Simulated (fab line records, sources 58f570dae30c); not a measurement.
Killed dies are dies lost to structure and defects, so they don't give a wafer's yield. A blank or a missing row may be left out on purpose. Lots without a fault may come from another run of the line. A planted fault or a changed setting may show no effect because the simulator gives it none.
A struck lot beside a sound one | flow berkeley_cmos170 | 45 steps out of a route of 331
Sound: wafers L602.1, L602.3, L602.5. Struck: wafers L606.2, L606.5, L606.6. The cause comes at the end.
At each step with rows: each side's tool, then ch and its chambers, then its first start. Under that, the readings that differ: sound wafers | struck wafers | difference of the means | sigmas: that difference in standard deviations of wafers without a fault.
alike: readings whose means differ by less than 2 such deviations, and words and numbers that are the same on both sides. not compared: withheld readings, readings that some wafer has no value for, bounds like >300 that may hide the same value, and numbers for which the record gives no deviation and whose values overlap.
The two part at a step that has a row with sigmas, a row that says differs or no value, or rows on one side only. Numbers that don't overlap but have no deviation are shown without sigmas and don't part them. A reading that every wafer of one side lacks parts them only if that side has two wafers or more.

first, 3 steps without rows for these wafers: UCB170_NLDD_EXPOSE_03 (exposes mask NSELECT, target cd 1200 nm); UCB170_NLDD_PEB_04; UCB170_NLDD_DEVELOP_05 (develop time 45 s).
UCB170_NLDD_CD_MEAS_06: target cd 1200 nm.
  sound on cd_sem-02, day 8 07:37; struck on cd_sem-02, day 8 18:56
  alike: cd_nm
UCB170_NLDD_OVL_MEAS_07:
  sound on overlay-02, day 8 07:44; struck on overlay-02, day 8 19:02
  alike: NLDD_OVL
then, 2 steps without rows for these wafers: UCB170_NLDD_IMPLANT_08; UCB170_NLDD_IMPLANT_09.
UCB170_NLDD_STRIP_10: strips in O2.
  sound on plasma_asher-02 ch 0,1, day 8 08:05; struck on plasma_asher-02 ch 0,1, day 8 19:22
  alike: drypump_motor_current_A, oes_product_au, strip_time_to_endpoint_s
  not compared: rf_hours_counter_h
UCB170_NLDD_TW_MEAS_11:
  sound on film_metro-02, day 8 08:11; struck on film_metro-03, day 8 19:29
  reading | sound          | struck         | difference | sigmas
  NLDD_TW | 2200 2200 2208 | 2227 2234 2221 | +25        | +2
then, 1 step without rows for these wafers: UCB170_NLDD_CLEAN_12 (cleans in SPM, time 600 s).
UCB170_SPACER_CVD_00: deposits SiO2 from TEOS/O2, target thk 376 nm, time 47 s.
  sound on pecvd-03 ch 1,2, day 8 08:26; struck on pecvd-02 ch 1,2, day 8 19:48
  alike: heater_power_w
  not compared: since_wet_clean_h
UCB170_SPACER_THK_MEAS_01:
  sound on film_metro-04, day 8 08:28; struck on film_metro-01, day 8 19:51
  alike: SPACER_TEOS_THK
UCB170_SPACER_ANNEAL_02: time 1800 s.
  sound on furnace-04 ch 0, day 8 09:55; struck on furnace-04 ch 0, day 8 23:35
  alike: spike_tc_source_C, zone_power_load_pct
then, 7 steps without rows for these wafers: UCB170_SPACER_ETCHBACK_03 (etches SiO2 in CHF3/CF4/Ar, stops on Si, target depth 376 nm, time 97.26 s); UCB170_PSD_HMDS_00 (prime time 60 s); UCB170_PSD_COAT_01 (resist thk 900 nm); UCB170_PSD_SOFTBAKE_02 (time 60 s); UCB170_PSD_EXPOSE_03 (exposes mask PSELECT MOD, target cd 1200 nm); UCB170_PSD_PEB_04; UCB170_PSD_DEVELOP_05 (develop time 45 s).
UCB170_PSD_CD_MEAS_06: target cd 1200 nm.
  sound on cd_sem-02, day 8 12:56; struck on cd_sem-02, day 9 04:07
  alike: cd_nm
UCB170_PSD_OVL_MEAS_07:
  sound on overlay-02, day 8 13:03; struck on overlay-02, day 9 04:15
  alike: PSD_OVL
then, 1 step without rows for these wafers: UCB170_PSD_IMPLANT_08.
UCB170_PSD_STRIP_09: strips in O2.
  sound on plasma_asher-04 ch 1, day 8 13:14; struck on plasma_asher-02 ch 0,1, day 9 04:26
  alike: drypump_motor_current_A, oes_product_au, strip_time_to_endpoint_s
  not compared: rf_hours_counter_h
UCB170_PSD_TW_MEAS_10:
  sound on film_metro-04, day 8 13:20; struck on film_metro-03, day 9 04:32
  alike: PSD_TW
then, 7 steps without rows for these wafers: UCB170_PSD_CLEAN_11 (cleans in SPM, time 600 s); UCB170_NSD_HMDS_00 (prime time 60 s); UCB170_NSD_COAT_01 (resist thk 900 nm); UCB170_NSD_SOFTBAKE_02 (time 60 s); UCB170_NSD_EXPOSE_03 (exposes mask NSELECT MOD, target cd 1200 nm); UCB170_NSD_PEB_04; UCB170_NSD_DEVELOP_05 (develop time 45 s).
UCB170_NSD_CD_MEAS_06: target cd 1200 nm.
  sound on cd_sem-02, day 8 18:26; struck on cd_sem-02, day 9 07:01
  alike: cd_nm
UCB170_NSD_OVL_MEAS_07:
  sound on overlay-02, day 8 18:34; struck on overlay-02, day 9 07:08
  alike: NSD_OVL
then, 1 step without rows for these wafers: UCB170_NSD_IMPLANT_08.
UCB170_NSD_STRIP_09: strips in O2.
  sound on plasma_asher-01 ch 0,1, day 8 18:44; struck on plasma_asher-04 ch 0,1, day 9 07:19
  alike: drypump_motor_current_A, oes_product_au, strip_time_to_endpoint_s
  not compared: rf_hours_counter_h
UCB170_NSD_TW_MEAS_10:
  sound on film_metro-03, day 8 18:50; struck on film_metro-04, day 9 07:25
  alike: NSD_TW
then, 4 steps without rows for these wafers: UCB170_NSD_CLEAN_11 (cleans in SPM, time 600 s); UCB170_BACKSIDE_HMDS_00 (prime time 60 s); UCB170_BACKSIDE_COAT_01 (resist thk 900 nm); UCB170_BACKSIDE_SOFTBAKE_02 (time 60 s).
UCB170_BACKSIDE_STRIP_03: strips in O2.
  sound on plasma_asher-03 ch 1, day 8 20:08; struck on plasma_asher-01 ch 0,1, day 9 09:15
  alike: drypump_motor_current_A, oes_product_au, strip_time_to_endpoint_s
  not compared: rf_hours_counter_h
UCB170_SDANNEAL_RS_MEAS_04: measures by four-point-probe.
  sound on film_metro-02, day 8 21:03; struck on film_metro-03, day 9 10:12
  reading          | sound                | struck            | difference | sigmas
  PLDD_RS (ohm/sq) | 1030.5 1029.9 1030.7 | 950.8 949.2 953.8 | -79.1      | -27
  not compared: hold
UCB170_SDANNEAL_RS_MEAS_05: measures by four-point-probe.
  sound on film_metro-02, day 8 21:10; struck on film_metro-03, day 9 12:01
  reading          | sound             | struck            | difference | sigmas
  NLDD_RS (ohm/sq) | 617.2 615.1 615.0 | 605.1 604.6 604.1 | -11.2      | -7
  not compared: hold
UCB170_M3_PROBE_99:
  the record has rows for the struck wafers here (prober-01, day 10 13:06) and none for the sound ones

WHERE THEY PART
First at UCB170_NLDD_TW_MEAS_11; last, within this record, at UCB170_M3_PROBE_99.

WHY: what the simulator had put in
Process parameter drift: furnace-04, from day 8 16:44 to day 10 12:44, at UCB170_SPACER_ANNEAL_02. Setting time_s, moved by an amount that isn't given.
